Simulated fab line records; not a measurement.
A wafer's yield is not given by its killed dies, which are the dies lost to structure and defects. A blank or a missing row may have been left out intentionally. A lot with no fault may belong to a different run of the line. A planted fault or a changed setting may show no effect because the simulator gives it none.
fab line records ; flow berkeleyCmos170
[record] lots = 6; wafers = 18; lastDay = 13
route steps=331 shown NWELL@24 PWELL@34
lots that met no fault: from a run of the same line without faults
startH: start of the lot's first displayed wafer, in hours after the record's first day ; waitH: time in hours since the lot's previous step ; " repeats the value in the row above ; L1.1+2: several wafers, shown together as one row ; - no value, or no start was given ; * or withheld: withheld ; < > ~ a bound
route shown NAME@n: NAME is a module with steps in the file, n the number in the route of the first one ; usual: mean and standard deviation over wafers with no fault ; same: alike in all rows ; chamber/n: place in a boat ; sites: per-site readings ; _std_site: the standard deviation of these ; _edge_site: inner sites' mean taken away from outer sites' mean ; radiusMm: how far each site lies from the wafer's centre ; mask NAME#n: copy n ; behind: the tool/chamber that last shaped the wafer ; hold: why the lot was held/for how many hours/how that ended ; device: which transistor (n, p or np) failed to switch ; end of line: tests run on the same wafers once the route is complete ; a step with no rows: only its recipe ; killed: not the wafer's yield, but the dies lost to structure and defects at the first sort ; map: shows each die of a wafer: x if killed, . if not, _ if none is there
set.NAME: the run value of the setting; set.NAME@STEP: its run value at that earlier step ; model.NAME: the simulator's own value behind a step, which no gauge read
lots seen at some steps along the route; tables by step, rows by wafer
services: the hour from which a tool's chamber was out of use, counted from the record's first day as startH (under 0 if before that day), plus the number of hours and why
[[steps]]
[step UCB170_NWELL_PEB_10]
[recipe] pebTempC = 130; pebTimeS = withheld; resist = KrF
[step UCB170_NWELL_DEVELOP_11]
[recipe] developer = TMAH; developTimeS = 45; resist = KrF; devTempC = 21
[step UCB170_NWELL_OVL_MEAS_12]
[usual] NWELL_OVL = -6/5
lot.wafer;tool;chamber;startH;waitH;NWELL_OVL[nm]
L399.1;overlay-02;-;86.91;-;2
L399.2;overlay-02;-;86.91;-;3
L399.5;overlay-02;-;86.91;-;-5
L401.3;overlay-02;-;92.41;-;-6
L401.4;overlay-02;-;92.41;-;-9
L401.5;overlay-02;-;92.41;-;-9
L404.3;overlay-02;-;109.40;-;0
L404.4;overlay-02;-;109.40;-;-2
L404.5;overlay-02;-;109.40;-;-5
L405.2;overlay-01;-;109.67;-;-9
L405.3;overlay-01;-;109.67;-;-7
L405.6;overlay-01;-;109.67;-;-15
L407.2;overlay-02;-;118.11;-;-1
L407.3;overlay-02;-;118.11;-;2
L407.4;overlay-02;-;118.11;-;1
L409.3;overlay-02;-;131.36;-;-6
L409.4;overlay-02;-;131.36;-;-8
L409.6;overlay-02;-;131.36;-;-1
[step UCB170_NWELL_ETCH_13]
[recipe] chemistry = CH3F/Ar/O2; target = Si3N4; stopOn = SiO2; CH3F_flow_sccm = 20; Ar_flow_sccm = 50; O2_flow_sccm = 7; pressureMtorr = 50; rfW = 450; targetDepthA = 2464; overEtchFrac = 0.1; timeS = 154
[usual] drypumpMotorCurrentA = 5.8/0.53; mfcArSccm = 49.99/0.14; oesProductAu = 0.941/0.015; throttleValvePct = 8.08/0.15
lot.wafer;tool;chamber;startH;waitH;drypumpMotorCurrentA;mfcArSccm;oesProductAu;rfHoursCounterH;throttleValvePct
L399.1;rieDiel-01;1;86.94;0.0;5.8;50.11;0.938;43;8.27
L399.2;rieDiel-01;2;86.94;0.0;5.5;49.90;0.916;46;7.80
L399.5;rieDiel-01;3;86.94;0.0;5.6;49.89;0.927;-;8.16
L401.3;rieDiel-03;2;92.43;0.0;4.8;50.39;0.951;27;8.30
L401.4;rieDiel-03;3;92.43;0.0;5.8;49.90;0.939;45;8.06
L401.5;rieDiel-03;2;92.43;0.0;4.8;50.06;0.943;-;8.28
L404.3;rieDiel-01;2;109.43;0.0;5.5;50.03;0.920;47;7.78
L404.4;rieDiel-01;1;109.43;0.0;5.8;49.82;0.933;43;8.27
L404.5;rieDiel-01;0;109.43;0.0;5.3;49.90;0.949;-;8.02
L405.2;rieDiel-03;1;109.70;0.0;5.2;50.21;0.956;153;8.08
L405.3;rieDiel-03;3;109.70;0.0;5.8;50.03;0.942;46;8.05
L405.6;rieDiel-03;3;109.70;0.0;5.8;50.02;0.945;-;8.07
L407.2;rieDiel-04;3;118.14;0.0;5.6;49.96;0.950;13;8.04
L407.3;rieDiel-04;0;118.14;0.0;6.4;49.88;0.961;149;7.98
L407.4;rieDiel-04;1;118.14;0.0;5.9;49.99;0.944;54;8.17
L409.3;rieDiel-03;0;131.38;0.0;6.7;50.06;0.949;1;8.14
L409.4;rieDiel-03;3;131.38;0.0;5.8;50.18;0.948;47;8.06
L409.6;rieDiel-03;0;131.38;0.0;6.7;50.19;0.956;-;8.13
[step UCB170_NWELL_IMPLANT_14]
[recipe] species = P; doseCm2 = 1e+13; energyKev = 150; tiltDeg = 7
[step UCB170_NWELL_STRIP_15]
[recipe] chemistry = O2; powerW = 400; pressureMtorr = 3500; platenTempC = withheld; o2FlowSccm = 400; overashFraction = 0.5
[usual] drypumpMotorCurrentA = 5.7/0.35; oesProductAu = 0.721/0.0044; stripTimeToEndpointS = 18.02/0.089
lot.wafer;tool;chamber;startH;waitH;drypumpMotorCurrentA;oesProductAu;rfHoursCounterH;stripTimeToEndpointS
L399.1;plasmaAsher-02;1;87.20;0.1;5.9;0.725;37;18.01
L399.2;plasmaAsher-02;0;87.20;0.1;5.0;0.715;37;18.22
L399.5;plasmaAsher-02;1;87.20;0.1;5.8;0.717;-;18.03
L401.3;plasmaAsher-04;1;92.72;0.1;5.6;0.721;-;18.02
L401.4;plasmaAsher-04;0;92.72;0.1;5.4;0.720;-;17.92
L401.5;plasmaAsher-04;0;92.72;0.1;5.4;0.720;-;18.00
L404.3;plasmaAsher-04;1;109.71;0.1;5.6;0.721;-;17.94
L404.4;plasmaAsher-04;0;109.71;0.1;5.4;0.723;-;17.95
L404.5;plasmaAsher-04;1;109.71;0.1;5.7;0.726;-;17.93
L405.2;plasmaAsher-01;0;109.95;0.1;6.1;0.725;36;18.03
L405.3;plasmaAsher-01;0;109.95;0.1;6.1;0.721;-;18.02
L405.6;plasmaAsher-01;0;109.95;0.1;6.1;0.718;-;18.04
L407.2;plasmaAsher-01;1;118.39;0.1;6.0;0.722;37;17.84
L407.3;plasmaAsher-01;1;118.39;0.1;6.0;0.719;-;17.98
L407.4;plasmaAsher-01;0;118.39;0.1;6.1;0.725;-;17.91
L409.3;plasmaAsher-01;0;131.66;0.1;6.1;0.723;-;18.14
L409.4;plasmaAsher-01;1;131.66;0.1;6.0;0.721;-;18.03
L409.6;plasmaAsher-01;1;131.66;0.1;6.0;0.720;-;18.11
[step UCB170_NWELL_TW_MEAS_16]
[usual] NWELL_TW = 1252/9
lot.wafer;tool;chamber;startH;waitH;NWELL_TW
L399.1;filmMetro-01;-;87.30;0.1;1264
L399.2;filmMetro-01;-;87.30;0.1;1262
L399.5;filmMetro-01;-;87.30;0.1;1258
L401.3;filmMetro-03;-;92.80;0.1;1261
L401.4;filmMetro-03;-;92.80;0.1;1254
L401.5;filmMetro-03;-;92.80;0.1;1255
L404.3;filmMetro-03;-;109.80;0.1;1248
L404.4;filmMetro-03;-;109.80;0.1;1250
L404.5;filmMetro-03;-;109.80;0.1;1252
L405.2;filmMetro-02;-;110.06;0.1;1232
L405.3;filmMetro-02;-;110.06;0.1;1235
L405.6;filmMetro-02;-;110.06;0.1;1234
L407.2;filmMetro-03;-;118.50;0.1;1261
L407.3;filmMetro-03;-;118.50;0.1;1249
L407.4;filmMetro-03;-;118.50;0.1;1259
L409.3;filmMetro-03;-;131.75;0.1;1262
L409.4;filmMetro-03;-;131.75;0.1;1257
L409.6;filmMetro-03;-;131.75;0.1;1255
[step UCB170_NWELL_CLEAN_17]
[recipe] chemistry = SPM; tempC = 120; timeS = 600
[step UCB170_NWELL_WET_ETCH_18]
[recipe] chemistry = H3PO4; target = Si3N4; tempC = 160; timeS = 14400
[step UCB170_NWELL_WET_ETCH_19]
[recipe] chemistry = BOE; dilution = 5:1; target = SiO2; tempC = 25; timeS = 22
[step UCB170_PWELL_CLEAN_00]
[recipe] chemistry = SPM; tempC = 120; timeS = 600
[step UCB170_PWELL_CLEAN_01]
[recipe] chemistry = dHF; dilution = 25:1; timeS = 60
[step UCB170_PWELL_OXIDATION_02]
[recipe] tempC = 1000; ambient = O2; targetThkA = 264; oxTimeS = 1260
[usual] oxTempC = 1000.0/0.49; oxTempCMax = 1005.3/1.3; zonePowerCentrePct = 51/3.9
lot.wafer;tool;chamber;startH;waitH;oxTempC;oxTempCMax;zonePowerCentrePct
L399.1;furnace-04;0;93.68;1.9;1000.4;1005.2;54
L399.2;furnace-04;0;93.68;1.9;1000.0;1004.7;54
L399.5;furnace-04;0;93.68;1.9;999.9;1005.9;53
L401.3;furnace-02;0;102.90;5.0;999.8;1006.0;46
L401.4;furnace-02;0;102.90;5.0;1000.4;1005.0;46
L401.5;furnace-02;0;102.90;5.0;1000.2;1004.7;46
L404.3;furnace-04;-;117.88;2.8;-;-;-
L404.4;furnace-04;-;117.88;2.8;-;-;-
L404.5;furnace-04;-;117.88;2.8;-;-;-
L405.2;furnace-04;-;117.88;2.8;-;-;-
L405.3;furnace-04;-;117.88;2.8;-;-;-
L405.6;furnace-04;-;117.88;2.8;-;-;-
L407.2;furnace-01;0;129.15;4.7;999.8;1003.7;47
L407.3;furnace-01;0;129.15;4.7;999.4;1003.5;47
L407.4;furnace-01;0;129.15;4.7;999.3;1003.9;47
L409.3;furnace-04;0;140.96;4.7;1001.0;1005.6;54
L409.4;furnace-04;0;140.96;4.7;1000.4;1006.1;54
L409.6;furnace-04;0;140.96;4.7;999.9;1005.4;54
[step UCB170_PWELL_ANNEAL_04]
[recipe] tempC = 1000; timeS = 900; ambient = N2
[[services]]
tool;chamber;startH;hours;kind
furnace-02;-;62.98;3.0;pm
rieDiel-03;0;68.91;-;clean
rieDiel-03;0;68.91;18.0;scheduledDown
rieDiel-03;0;68.91;18.0;ventCycle
furnace-01;-;69.65;3.1;pm
rieDiel-04;-;93.29;0.3;repair
rieDiel-03;0;103.39;17.9;repair
plasmaAsher-02;-;108.75;9.0;pm
plasmaAsher-02;0;108.75;9.0;ventCycle
plasmaAsher-02;1;108.75;9.0;ventCycle
plasmaAsher-02;0;117.75;-;clean
plasmaAsher-02;1;117.75;-;clean
rieDiel-04;1;130.13;8.2;repair
furnace-04;-;131.16;3.2;pm
rieDiel-04;-;136.17;0.4;repair
[[key]]
[firstSign] step = UCB170_PWELL_OXIDATION_02; reading = toolRecord; direction = missing
effect none on later readings
metAt UCB170_PWELL_OXIDATION_02
struckWafers L404.3,L404.4,L404.5,L405.2,L405.3,L405.6
laterRowsLeftOut L404.3,L404.4,L404.5,L405.2,L405.3,L405.6
sortLeftOut L404.3,L404.4,L404.5,L405.2,L405.3,L405.6
testerLeftOut L404,L405
onsetBetween 93.68 117.88
[fault] kind = skippedStepWhole; tool = furnace-04; chamber = -; onsetH = 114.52; steps = UCB170_PWELL_OXIDATION_02; scope = struckLotsOnly
// testerLeftOut: of these lots the tester's yield and bins aren't shown, on N5 and GAA mostly nor the transistor test; their killed dies are dies lost to structure and defects alone, not to doping, threshold or leakage, so they don't give the yield
// sortLeftOut: the simulated sort isn't trusted on such a fault, so these wafers' sort isn't shown, and their yield isn't known
// laterRowsLeftOut: the simulator's readings of these wafers behind a module that went badly wrong aren't trusted and aren't shown, but for the sort
